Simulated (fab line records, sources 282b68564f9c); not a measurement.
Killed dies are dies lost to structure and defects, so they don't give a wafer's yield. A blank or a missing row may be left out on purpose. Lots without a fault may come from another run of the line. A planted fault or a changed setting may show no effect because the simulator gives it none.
Split-lot experiment | flow rit_cmos | 5 lots, 23 wafers read, on a route of 202 steps

THE SPLIT
At RIT_NSD_IMPLANT_08, the setting energy_kev was moved away from the recipe's 25 on 8 of the 23 wafers read, by +1.9% to +4.3%. The other wafers ran this setting at the recipe's value.

The reading is taken at the split's own step.

THE READING
implant.drp_nm (the simulator's own value, which no gauge read), in nm, at RIT_NSD_IMPLANT_08. The file gives no usual value for it.

wafer  | tool, chamber at the split | energy_kev as run | against the recipe | implant.drp_nm, nm | against lot-mates on the recipe
L078.2 | implanter-04, 0            | 25.48             | +1.9%              | 15.01              | +0.17
L078.3 | implanter-04, 0            | 25.48             | +1.9%              | 15.01              | +0.17
L078.5 | implanter-04, 0            | 25.48             | +1.9%              | 15.01              | +0.17
L078.4 | implanter-04, 0            | 25                | recipe             | 14.84              | -
L078.6 | implanter-04, 0            | 25                | recipe             | 14.84              | -
L079.2 | implanter-02, 0            | 25                | recipe             | 14.84              | -
L079.3 | implanter-02, 0            | 25                | recipe             | 14.84              | -
L079.6 | implanter-02, 0            | 25                | recipe             | 14.84              | -
L080.1 | implanter-04, 0            | 25                | recipe             | 14.84              | -
L080.2 | implanter-04, 0            | 25                | recipe             | 14.84              | -
L080.4 | implanter-04, 0            | 25                | recipe             | 14.84              | -
L080.5 | implanter-04, 0            | 25.49             | +2.0%              | 15.01              | +0.17
L080.6 | implanter-04, 0            | 25.49             | +2.0%              | 15.01              | +0.17
L083.1 | implanter-04, 0            | 26.08             | +4.3%              | 15.22              | +0.38
L083.2 | implanter-04, 0            | 26.08             | +4.3%              | 15.22              | +0.38
L083.6 | implanter-04, 0            | 26.08             | +4.3%              | 15.22              | +0.38
L083.3 | implanter-04, 0            | 25                | recipe             | 14.84              | -
L083.4 | implanter-04, 0            | 25                | recipe             | 14.84              | -
L084.2 | implanter-02, 0            | 25                | recipe             | 14.84              | -
L084.3 | implanter-02, 0            | 25                | recipe             | 14.84              | -
L084.4 | implanter-02, 0            | 25                | recipe             | 14.84              | -
L084.5 | implanter-02, 0            | 25                | recipe             | 14.84              | -
L084.6 | implanter-02, 0            | 25                | recipe             | 14.84              | -

THE FIT
A straight line over all 23 wafers: implant.drp_nm changes by +0.0879 nm for each +1% of energy_kev; r = +1.00; the points scatter about the line by 0.00085 nm.
The same after taking each lot's own level away (the mean of its wafers on the recipe; 23 wafers): +0.0879 nm for each +1%; r = +1.00; scatter 0.00085 nm.
On that fit, the largest move of energy_kev shifts the reading by 0.38 nm.
The lots' own levels span 14.840 to 14.840 nm.
So the lot-to-lot level changes the slope little: the two slopes agree.
Check: with one of the wafers moved furthest among these (+4.3%) left out of the fit, the line predicts +0.38 nm for it against its lot-mates. It came out at +0.38 nm against them.

OTHER SPLITS ON THESE WAFERS
These wafers also went through other splits before the reading. Each is held against what the fit with the lots' levels taken away leaves over:
other split on the same wafers   | wafers away from the commonest value | r with implant.drp_nm (lot level and that fit taken away)
RIT_GATE_COAT_11 spin_rpm        | 7                                    | +0.14
RIT_GATE_EXPOSE_13 dose_mj       | 7                                    | -0.64
RIT_NLDD_IMPLANT_08 dose_cm2     | 8                                    | -0.15
RIT_SPACER_CVD_03 pressure_mtorr | 18                                   | +0.02
RIT_NSD_COAT_01 resist_thk_nm    | 10                                   | -0.17

THE WHOLE CHAIN: every reading that the file lists as answering this split, in the file's order
step               | what it does | reading                                                         | change (the file's fit)                | r (the file's)
RIT_NSD_IMPLANT_08 |              | implant.rp_nm (the simulator's own value, which no gauge read)  | +0.22 nm for each +1% of the setting   | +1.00
RIT_NSD_IMPLANT_08 |              | implant.drp_nm (the simulator's own value, which no gauge read) | +0.0889 nm for each +1% of the setting | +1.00

THE FILE'S OWN FIT
implant.drp_nm changes by +0.0889 nm for each +1% of energy_kev, r = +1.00.
